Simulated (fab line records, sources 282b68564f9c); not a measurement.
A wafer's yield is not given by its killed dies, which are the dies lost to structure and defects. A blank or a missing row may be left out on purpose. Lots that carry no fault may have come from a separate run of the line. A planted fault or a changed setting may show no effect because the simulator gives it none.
Lot-split experiment -- flow ritCmos -- 9 wafers read from 3 lots, route of 202 steps

THE SPLIT
At RIT_GATE_DEVELOP_15 (develop time 50 s), the setting developTimeS was moved away from the recipe's 50 s on 3 of the 9 wafers read, by -28.2% to +53.2%. All remaining wafers had this setting at the recipe value.

FROM THE SPLIT TO THE READING: what the file shows between them, 8 steps
- RIT_SPACER_ETCHBACK_05: etches Si3N4 in SF6/CHF3, stops on SiO2, target depth 250 nm, time 240 s (also split here: targetDepthA)
- RIT_NSD_HMDS_00: prime time 60 s
- RIT_NSD_COAT_01: resist thk 1000 nm
- RIT_PSD_STRIP_09: strips in O2, time 180 s
- RIT_SDANNEAL_CLEAN_00: cleans in SC1, time 600 s
- RIT_CONTACT_STRIP_12: strips in O2, time 180 s (also split here: timeS)
- RIT_CONTACT_CLEAN_13: cleans in SC1, time 600 s
- RIT_M1_ANNEAL_15: time 1800 s

THE READING
etest.npolyLine.lineOhmUm (the simulator's own value, which no gauge read), at RIT_M1_PROBE_99. No usual value for it is given in the file. Here, 6 wafers ran the recipe; their average is 168.57 with a standard deviation of 2.4.

wafer,"tool, chamber at the split","developTimeS as run, s",against the recipe,etest.npolyLine.lineOhmUm,against lot-mates on the recipe
L074.3,"lithoTrack-03, 0",35.88,-28.2%,99.66,-67.04
L074.4,"lithoTrack-03, 0",35.88,-28.2%,102.1,-64.60
L074.6,"lithoTrack-03, 0",50,recipe,166.7,-
L080.3,"lithoTrack-04, 0",76.61,+53.2%,708,+541.30
L080.5,"lithoTrack-04, 0",50,recipe,164.3,-
L080.6,"lithoTrack-04, 0",50,recipe,169.1,-
L082.1,"lithoTrack-02, 0",50,recipe,170.2,-
L082.2,"lithoTrack-02, 0",50,recipe,169.4,-
L082.3,"lithoTrack-02, 0",50,recipe,171.7,-

THE FIT
A straight line over all 9 wafers: etest.npolyLine.lineOhmUm changes by +7.38 for each +1% of developTimeS; r = +0.92; the points scatter about the line by 76.
The same after taking each lot's own level away (the mean of its wafers on the recipe; 9 wafers): +7.38 for each +1%; r = +0.92; scatter 77.
Per that fit: largest developTimeS move, reading shift of 3.9e+02.
From 166.700 to 170.433: that is the span of the lots' own levels, equal to 1.5 times the standard deviation above.
The two slopes are in agreement: the lot-to-lot level therefore moves the slope only a little.
Check: for one of the wafers moved furthest among these (+53.2%), held out of the fit, the line's prediction against its lot-mates is +124. It came out at +541 against them.

THESE WAFERS: OTHER SPLITS
Note: prior to the reading, these wafers also went through further splits. Each is held against what the fit with the lots' levels taken away leaves over:
other split on the same wafers,wafers away from the commonest value,r with etest.npolyLine.lineOhmUm (lot level and that fit taken away)
RIT_GATE_OXIDATION_05 oxTimeS,6,+0.32
RIT_SPACER_ETCHBACK_05 targetDepthA,0,-
RIT_CONTACT_STRIP_12 timeS,3,+0.10

THE WHOLE CHAIN: every reading that the file lists as answering this split, in the file's order
step,what it does,reading,change (the file's fit),r (the file's)
RIT_M1_PROBE_99,,"etest.pmos_0p3.rOnOhmUm (the simulator's own value, which no gauge read)",-43.2 for each +1% of the setting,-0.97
RIT_M1_PROBE_99,,"etest.nmos_0p3.rOnOhmUm (the simulator's own value, which no gauge read)",-13.2 for each +1% of the setting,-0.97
RIT_M1_PROBE_99,,"etest.npolyLine.lineOhmUm (the simulator's own value, which no gauge read)",+8.45 for each +1% of the setting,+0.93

FILE'S OWN FIT
etest.npolyLine.lineOhmUm changes by +8.45 for each +1% of developTimeS, r = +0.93.
